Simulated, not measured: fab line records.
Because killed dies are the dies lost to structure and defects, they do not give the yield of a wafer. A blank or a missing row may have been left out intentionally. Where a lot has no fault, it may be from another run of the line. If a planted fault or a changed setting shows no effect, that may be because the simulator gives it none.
Lot-split experiment -- flow berkeleyCmos170 -- route with 331 steps; 5 lots, 23 wafers read

## THE SPLIT
At UCB170_PFIELD_IMPLANT_07, the setting doseCm2 was moved away from the recipe's 2e+13 on 10 of the 23 wafers read, by -6.9% to +7.2%. All remaining wafers had this setting at the recipe value.

## THE PATH FROM SPLIT TO READING: the file shows 1 step between them
- UCB170_PFIELD_STRIP_08: strips in O2

## THE READING
PFIELD_TW, at UCB170_PFIELD_TW_MEAS_09. Fault-free wafers of this fab line usually give 605, standard deviation 4.

wafer,"tool, chamber at the split",doseCm2 as run,against the recipe,PFIELD_TW,against lot-mates on the recipe
L077.1,"implanter-03, 0",2e+13,recipe,604,-
L077.4,"implanter-03, 0",2e+13,recipe,607,-
L077.5,"implanter-03, 0",2e+13,recipe,605,-
L079.2,"implanter-04, 0",2e+13,recipe,610,-
L079.3,"implanter-04, 0",2e+13,recipe,609,-
L079.4,"implanter-04, 0",2e+13,recipe,611,-
L079.5,"implanter-04, 0",2.093e+13,+4.6%,615,+5
L079.6,"implanter-04, 0",2.093e+13,+4.6%,617,+7
L081.1,"implanter-03, 0",2.121e+13,+6.0%,617,+12
L081.2,"implanter-03, 0",2e+13,recipe,604,-
L081.4,"implanter-03, 0",2.121e+13,+6.0%,616,+11
L081.5,"implanter-03, 0",2e+13,recipe,606,-
L081.6,"implanter-03, 0",2.121e+13,+6.0%,612,+7
L084.1,"implanter-01, 0",1.863e+13,-6.9%,591,-18
L084.2,"implanter-01, 0",1.863e+13,-6.9%,595,-14
L084.3,"implanter-01, 0",1.863e+13,-6.9%,594,-16
L084.5,"implanter-01, 0",2e+13,recipe,608,-
L084.6,"implanter-01, 0",2e+13,recipe,611,-
L085.1,"implanter-03, 0",2.144e+13,+7.2%,616,+17
L085.3,"implanter-03, 0",2e+13,recipe,600,-
L085.4,"implanter-03, 0",2.144e+13,+7.2%,614,+15
L085.5,"implanter-03, 0",2e+13,recipe,598,-
L085.6,"implanter-03, 0",2e+13,recipe,598,-

FIT RESULTS
A straight line over all 23 wafers: PFIELD_TW changes by +1.66 for each +1% of doseCm2; r = +0.88; the points scatter about the line by 3.8.
The same after taking each lot's own level away (the mean of its wafers on the recipe; 23 wafers): +2.07 for each +1%; r = +0.97; scatter 2.1.
The reading moves by 15 for the largest change in doseCm2, on that fit.
Across the lots, their own levels run from 598.7 to 610.0, a range of 2.8 times the standard deviation given above.
So the lot-to-lot level changes the slope: the two fits differ.
Check: for one of the wafers moved furthest among these (+7.2%), held out of the fit, the line's prediction against its lot-mates is +13.5. It came out at +17.3 against them.

## ADDITIONAL SPLITS CARRIED BY THESE WAFERS
Note: prior to the reading, these wafers also went through further splits. Each is held against what the fit with the lots' levels taken away leaves over:
other split on the same wafers,wafers away from the commonest value,r with PFIELD_TW (lot level and that fit taken away)
UCB170_START_OXIDATION_02 oxTimeS,10,-0.35
UCB170_PWELL_ETCH_14 rfW,8,+0.01
UCB170_ACTIVE_EXPOSE_10 doseMj,6,+0.33

## FILE'S OWN FIT
PFIELD_TW changes by +2.02 for each +1% of doseCm2, r = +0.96.
